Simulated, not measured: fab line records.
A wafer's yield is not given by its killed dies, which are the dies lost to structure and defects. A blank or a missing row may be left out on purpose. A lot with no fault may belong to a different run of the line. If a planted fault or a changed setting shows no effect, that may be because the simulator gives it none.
Split-lot study	flow berkeley cmos170	5 lots, 23 wafers read, on a route of 331 steps

== THE SPLIT ITSELF ==
At UCB170_SILICIDE_SPUTTER_01 (material Ti, target thk 30 nm, time 25 s), the setting time s was moved away from the recipe's 25 s on 5 of the 23 wafers read, by -4.7% to +6.3%. All remaining wafers had this setting at the recipe value.

== FROM SPLIT TO READING: 1 step shown by the file between the two ==
- UCB170_SILICIDE_RS_MEAS_02: measures by four-point-probe

== THE READING ==
SILICIDE_TI_THK, in nm, at UCB170_SILICIDE_THK_MEAS_03 (measures by xrf). On this fab line, fault-free wafers typically give 30.50 nm with a standard deviation of 0.29 nm.

wafer	tool, chamber at the split	time s as run, s	against the recipe	SILICIDE_TI_THK, nm	against lot-mates on the recipe
L077.1	pvd sputter-03, -	25	recipe	30.09	-
L077.2	pvd sputter-03, -	25	recipe	30.23	-
L077.3	pvd sputter-03, -	25	recipe	30.46	-
L077.4	pvd sputter-03, -	25	recipe	30.25	-
L077.6	pvd sputter-03, -	25	recipe	30.31	-
L076.1	pvd sputter-04, -	25	recipe	30.35	-
L076.2	pvd sputter-04, -	25	recipe	30.56	-
L076.4	pvd sputter-04, -	25	recipe	30.47	-
L076.5	pvd sputter-04, -	25	recipe	30.37	-
L076.6	pvd sputter-04, -	25	recipe	30.54	-
L079.1	pvd sputter-03, -	25	recipe	30.28	-
L079.3	pvd sputter-03, -	26.57	+6.3%	32.31	+2.05
L079.4	pvd sputter-03, -	26.57	+6.3%	32.03	+1.77
L079.5	pvd sputter-03, -	25	recipe	30.24	-
L079.6	pvd sputter-03, -	26.57	+6.3%	31.97	+1.71
L081.1	pvd sputter-02, -	25	recipe	30.53	-
L081.2	pvd sputter-02, -	23.83	-4.7%	28.99	-1.53
L081.3	pvd sputter-02, -	25	recipe	30.66	-
L081.5	pvd sputter-02, -	25	recipe	30.36	-
L081.6	pvd sputter-02, -	23.83	-4.7%	29.11	-1.41
L083.1	pvd sputter-02, -	25	recipe	30.96	-
L083.2	pvd sputter-02, -	25	recipe	30.84	-
L083.5	pvd sputter-02, -	25	recipe	30.87	-

THE FIT
A straight line over all 23 wafers: SILICIDE_TI_THK changes by +0.273 nm for each +1% of time s; r = +0.96; the points scatter about the line by 0.23 nm.
The same after taking each lot's own level away (the mean of its wafers on the recipe; 23 wafers): +0.3 nm for each +1%; r = +0.99; scatter 0.11 nm.
That fit puts the effect of the largest move of time s on the reading at 1.9 nm.
The span of the lots' own levels, 30.260 to 30.890 nm, comes to 2.2 times the standard deviation stated above.
The two slopes agree, so the slope changes little with the lot-to-lot level.
Check: +1.81 nm against its lot-mates is what the line predicts for one of the wafers moved furthest among these (+6.3%) when that wafer is left out of the fit. Against them it came out at +2.05 nm.

== THE WHOLE CHAIN: every reading that the file lists as answering this split, in the file's order ==
step	what it does	reading	change (the file's fit)	r (the file's)
UCB170_SILICIDE_SPUTTER_01	material Ti, target thk 30 nm, time 25 s	Ti_of_SILICIDE_SPUTTER_01.thk nm (the simulator's own value, which no gauge read)	+0.309 nm for each +1% of the setting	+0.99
UCB170_SILICIDE_RS_MEAS_02	measures by four-point-probe	SILICIDE_TI_RS	-0.311 for each +1% of the setting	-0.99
UCB170_SILICIDE_THK_MEAS_03	measures by xrf	SILICIDE_TI_THK	+0.3 for each +1% of the setting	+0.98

== THE FILE'S OWN FIT ==
SILICIDE_TI_THK changes by +0.3 nm for each +1% of time s, r = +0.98.
